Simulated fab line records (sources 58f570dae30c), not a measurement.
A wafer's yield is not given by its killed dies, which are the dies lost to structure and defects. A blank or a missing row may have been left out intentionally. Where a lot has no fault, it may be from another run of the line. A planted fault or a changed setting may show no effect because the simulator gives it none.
One fault seen from 2 desks + flow berkeley cmos170 + only its own numbers are on each desk; what lay behind them is given at the end

== THE TOOL OWNER'S DESK: krf scanner-01 ==
The tool's own readings at UCB170_NSD_EXPOSE_03 (exposes mask NSELECT MOD, target cd 1200 nm): means of the sampled wafers that have a number, for each lot that ran on this tool. A lot is out of limits, marked OUT, if its mean lies more than 4 standard deviations from the usual mean; the brackets give that distance.
Columns: A = reticle temp C at UCB170_NSD_EXPOSE_03, usual 22.97 C
| lot  | first seen here | A     |
|------|-----------------|-------|
| L926 | day 6 09:16     | 23.00 |
| L927 | day 6 19:20     | 22.78 |
| L929 | day 6 23:58     | 23.10 |
| L935 | day 8 14:26     | 23.09 |
| L936 | day 9 00:31     | 22.82 |
| L938 | day 9 17:32     | 22.95 |
| L940 | day 9 17:59     | 22.98 |
This desk's finding: nothing out of limits on any of the 7 lots.

== AT THE METROLOGY DESK ==
Means of the sampled wafers that have a number, per lot and without regard to the tool the lot ran on: this is what the gauges read. A lot is out of limits, marked OUT, if its mean lies more than 4 standard deviations from the usual mean; the brackets give that distance.
Columns: A = SCREENOX_OXIDE_THK at UCB170_SCREENOX_THK_MEAS_02, usual 14.30 nm; B = PSD_TW at UCB170_PSD_TW_MEAS_10, usual 2338; C = cd nm at UCB170_NSD_CD_MEAS_06, usual 1200.2 nm
| lot  | first seen here | A     | B    | C                 |
|------|-----------------|-------|------|-------------------|
| L926 | day 5 05:04     | 14.53 | 2337 | 1199.6            |
| L928 | day 5 12:06     | 14.19 | 2323 | 1200.4            |
| L927 | day 5 12:07     | 14.56 | 2341 | 1200.1            |
| L929 | day 5 19:05     | 13.87 | 2350 | 1201.5            |
| L931 | day 5 19:07     | 14.44 | 2342 | 1199.7            |
| L933 | day 6 06:14     | 14.33 | 2335 | 1200.5            |
| L935 | day 6 22:40     | 14.39 | 2315 | 1201.3            |
| L934 | day 6 22:40     | 14.16 | 2350 | 1200.8            |
| L936 | day 7 06:21     | 14.16 | 2330 | 1200.4            |
| L937 | day 7 12:44     | 14.47 | 2315 | 1200.0            |
| L940 | day 8 00:34     | 14.25 | 2312 | 1209.4 (+6.5) OUT |
| L938 | day 8 00:35     | 14.08 | 2344 | 1209.2 (+6.4) OUT |
| L947 | day 10 02:16    | 14.57 | 2330 | 1199.7            |
| L948 | day 10 02:17    | 14.20 | 2349 | 1202.5            |
This desk's verdict: out of limits on L938, L940, starting with L938 at day 9 18:01 (cd nm at UCB170_NSD_CD_MEAS_06). Within limits: L926, L928, L927, L929, L931, L933, L935, L934, L936, L937, L947, L948.

== ALL TOGETHER ==
L938, L940 would have let the metrology desk raise an alarm at day 9 18:01.
The desk of the tool owner found nothing out of limits.
On record at the tool owner's desk: L938, L940, within its limits.
The lots listed all ran UCB170_NSD_EXPOSE_03 on krf scanner-01.

== WHAT THE SIMULATOR HAD INSERTED ==
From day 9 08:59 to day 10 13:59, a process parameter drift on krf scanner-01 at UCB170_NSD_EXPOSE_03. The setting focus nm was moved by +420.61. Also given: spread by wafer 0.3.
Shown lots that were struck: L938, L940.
Time in hours between the start of the fault and the first out-of-limits reading at each desk: metrology desk, 9.
